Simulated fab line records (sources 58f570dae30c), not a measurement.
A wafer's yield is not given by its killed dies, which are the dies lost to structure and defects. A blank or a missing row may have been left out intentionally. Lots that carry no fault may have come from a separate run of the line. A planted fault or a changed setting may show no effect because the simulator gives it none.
Chamber matching | flow berkeley_cmos170 | UCB170_V2_ETCH_14 on rie_diel-02: 4 sister chambers
The step etches SiO2 in CHF3/CF4/Ar, stops on Al, target depth 1250 nm, time 291 s. 14 wafers are shown with their chamber, then 7 later ones without.

WAFERS, EACH WITH ITS CHAMBER
wafer  | chamber | drypump_motor_current_A (A) | throttle_valve_pct (%) | oes_product_au (a.u.)
L599.1 | 3       | 5.9                         | 7.03                   | 0.876
L599.2 | 0       | 6.4                         | 7.13                   | 0.883
L599.6 | 0       | 6.4                         | 7.14                   | 0.879
L601.2 | 0       | 6.4                         | 7.13                   | 0.881
L601.4 | 3       | 5.9                         | 7.04                   | 0.879
L601.6 | 2       | 5.5                         | 6.91                   | 0.866
L602.2 | 1       | 4.9                         | 6.98                   | 0.893
L602.5 | 1       | 4.9                         | 6.96                   | 0.882
L602.6 | 2       | 5.5                         | 6.90                   | 0.867
L606.1 | 2       | 5.5                         | 6.91                   | 0.872
L606.5 | 1       | 4.9                         | 6.97                   | 0.880
L606.6 | 2       | 5.5                         | 6.91                   | 0.867
L609.4 | 3       | 5.9                         | 7.04                   | 0.877
L609.5 | 0       | 6.5                         | 7.14                   | 0.868

SIGNATURES (means of the wafers above)
reading                 | chamber 0 | chamber 1 | chamber 2 | chamber 3 | scatter within a chamber
drypump_motor_current_A | 6.425     | 4.900     | 5.500     | 5.900     | 0.0274
throttle_valve_pct      | 7.1350    | 6.9700    | 6.9075    | 7.0367    | 0.00665
oes_product_au          | 0.87775   | 0.88500   | 0.86800   | 0.87733   | 0.00509
Rule: a wafer lies at a distance from a chamber equal to the root of the sum of squares, over the readings, of (its reading less the chamber's mean, divided by the reading's scatter). If the next closest chamber is less than 2 further off than the closest, the wafer can't be placed; otherwise it belongs to the closest. The scatter: take each reading less its chamber's mean, square it, sum over the shown wafers, divide by the number of wafers less the number of chambers, and take the root.

WAFERS WITH NO CHAMBER GIVEN
wafer  | drypump_motor_current_A (A) | throttle_valve_pct (%) | oes_product_au (a.u.)
L609.6 | 5.5                         | 6.92                   | 0.869
L611.1 | 4.9                         | 6.95                   | 0.886
L611.4 | 5.5                         | 6.91                   | 0.867
L611.6 | 6.4                         | 7.13                   | 0.876
L618.2 | 5.5                         | 6.91                   | 0.870
L618.4 | 4.9                         | 6.97                   | 0.880
L618.6 | 5.5                         | 6.90                   | 0.866

EACH ONE'S CHAMBER
wafer  | from the rows above | in truth
L609.6 | 2                   | 2
L611.1 | 1                   | 1
L611.4 | 2                   | 2
L611.6 | 0                   | 0
L618.2 | 2                   | 2
L618.4 | 1                   | 1
L618.6 | 2                   | 2
Correct placement for 7 of the 7. From these rows, 0 cannot be placed. Number placed wrongly: 0.
